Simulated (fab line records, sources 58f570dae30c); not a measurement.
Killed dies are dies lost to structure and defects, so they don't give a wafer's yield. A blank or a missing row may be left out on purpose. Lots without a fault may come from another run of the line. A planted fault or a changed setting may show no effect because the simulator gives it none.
Which tool did it? | flow berkeley_cmos170 | 14 lots, 42 wafers sampled, at 2 steps of a route of 331

WHAT THE GAUGES READ, wafer by wafer
UCB170_M1_CD_MEAS_90: target cd 700 nm. Usual: cd_nm 699.9 nm, standard deviation 2.8.
lot  | measured     | on        | cd_nm (nm)        | flag
L877 | day 7 04:14  | cd_sem-01 | 694.4 697.8 696.3 |
L878 | day 7 05:30  | cd_sem-01 | 700.6 698.7 697.7 |
L879 | day 7 14:57  | cd_sem-02 | 701.0 701.5 702.3 |
L880 | day 7 17:59  | cd_sem-02 | 702.1 703.2 698.3 |
L885 | day 8 05:25  | cd_sem-02 | 695.5 699.7 697.5 |
L882 | day 8 07:36  | cd_sem-01 | 700.4 696.8 701.8 |
L884 | day 8 08:00  | cd_sem-01 | - - -             | OFF
L883 | day 8 09:23  | cd_sem-01 | - - -             | OFF
L890 | day 9 02:32  | cd_sem-02 | 700.0 700.1 696.4 |
L894 | day 10 03:41 | cd_sem-01 | 697.2 696.9 700.5 |
L893 | day 10 04:10 | cd_sem-01 | 700.3 701.4 701.3 |
L895 | day 10 04:13 | cd_sem-02 | 697.1 698.7 697.8 |
L899 | day 11 05:37 | cd_sem-02 | 703.6 705.1 702.3 |
L898 | day 11 05:41 | cd_sem-02 | 696.2 702.1 694.7 |

WHICH TOOL RAN EACH LOT (tool, then ch and the chambers of the sampled wafers, then the start)
lot  | UCB170_M1_METAL_ETCH_12
L877 | rie_metal-01 ch 0,1, day 7 03:58
L878 | rie_metal-04 ch 0,1, day 7 05:16
L879 | rie_metal-02 ch 0,1, day 7 14:39
L880 | rie_metal-02 ch 0,1, day 7 17:46
L885 | rie_metal-02 ch 0,1, day 8 05:11
L882 | rie_metal-04 ch 0,1, day 8 07:22
L884 | rie_metal-02 ch 0,1, day 8 07:46
L883 | rie_metal-01 ch 0, day 8 09:05
L890 | rie_metal-01 ch 0,1, day 9 02:17
L894 | rie_metal-04 ch 0, day 10 03:24
L893 | rie_metal-01 ch 0, day 10 03:48
L895 | rie_metal-04 ch 0,1, day 10 03:59
L899 | rie_metal-02 ch 0,1, day 11 05:17
L898 | rie_metal-04 ch 0,1, day 11 05:23
- UCB170_M1_METAL_ETCH_12: etches Al in Cl2/BCl3, stops on PSG, target depth 780 nm, time 130 s.

WHAT THE TOOLS THEMSELVES READ (means of the sampled wafers that have a number; where no wafer has one, the mark that the record gives instead)
UCB170_M1_METAL_ETCH_12. Usual: bcl3_flow_sccm 45.01 sccm, standard deviation 0.13; bias_w 120.0 W, standard deviation 0.32; drypump_motor_current_A 5.6 A, standard deviation 0.5; oes_product_au 0.859 a.u., standard deviation 0.011; throttle_valve_pct 24.45 %, standard deviation 0.2.
lot  | tool         | bcl3_flow_sccm (sccm) | bias_w (W) | drypump_motor_current_A (A) | oes_product_au (a.u.) | throttle_valve_pct (%) | flag
L877 | rie_metal-01 | 44.97                 | 119.8      | 5.6                         | 0.861                 | 24.50                  |
L878 | rie_metal-04 | 44.92                 | 119.9      | 5.2                         | 0.865                 | 24.48                  |
L879 | rie_metal-02 | 45.02                 | 119.9      | 5.7                         | 0.860                 | 24.64                  |
L880 | rie_metal-02 | 44.95                 | 120.1      | 5.7                         | 0.855                 | 24.66                  |
L885 | rie_metal-02 | 45.04                 | 120.0      | 5.7                         | 0.856                 | 24.65                  |
L882 | rie_metal-04 | 44.95                 | 119.6      | 5.2                         | 0.860                 | 24.48                  |
L884 | rie_metal-02 | -                     | -          | -                           | -                     | -                      | OFF
L883 | rie_metal-01 | -                     | -          | -                           | -                     | -                      | OFF
L890 | rie_metal-01 | 45.00                 | 119.8      | 5.5                         | 0.849                 | 24.51                  |
L894 | rie_metal-04 | 45.06                 | 120.0      | 5.3                         | 0.879                 | 24.58                  |
L893 | rie_metal-01 | 44.90                 | 120.3      | 6.2                         | 0.863                 | 24.38                  |
L895 | rie_metal-04 | 44.84                 | 120.3      | 5.2                         | 0.864                 | 24.35                  |
L899 | rie_metal-02 | 44.85                 | 119.8      | 5.7                         | 0.863                 | 24.64                  |
L898 | rie_metal-04 | 45.06                 | 119.6      | 5.2                         | 0.861                 | 24.36                  |

THE ANSWER, worked out from the rows above alone
Rule: a lot is off if the mean of its wafers that have a number lies more than 3 standard deviations from the usual mean. A lot without any number at a reading at which 4 lots or more have one is off too. The other lots that the step has rows for count as sound. The gauges are gone through in route order, then the tools' own readings, and for those a lot's mean is taken as printed above. The first step at which some lot is off is used, and at that step the reading that is off furthest; a lot without a number counts as furthest.
Off: L884, L883, at UCB170_M1_CD_MEAS_90 (cd_nm). Without a number there: L884, L883.
A tool fits if, at a process step before that reading, it ran every lot that is off, and no sound lot after the first of them. The gauges at UCB170_M1_CD_MEAS_90 aren't tried: what is off there is off at UCB170_M1_METAL_ETCH_12 too, on other tools, and a gauge's error can't cause that. None of those tried fits.

WHAT THE SIMULATOR HAD PUT IN
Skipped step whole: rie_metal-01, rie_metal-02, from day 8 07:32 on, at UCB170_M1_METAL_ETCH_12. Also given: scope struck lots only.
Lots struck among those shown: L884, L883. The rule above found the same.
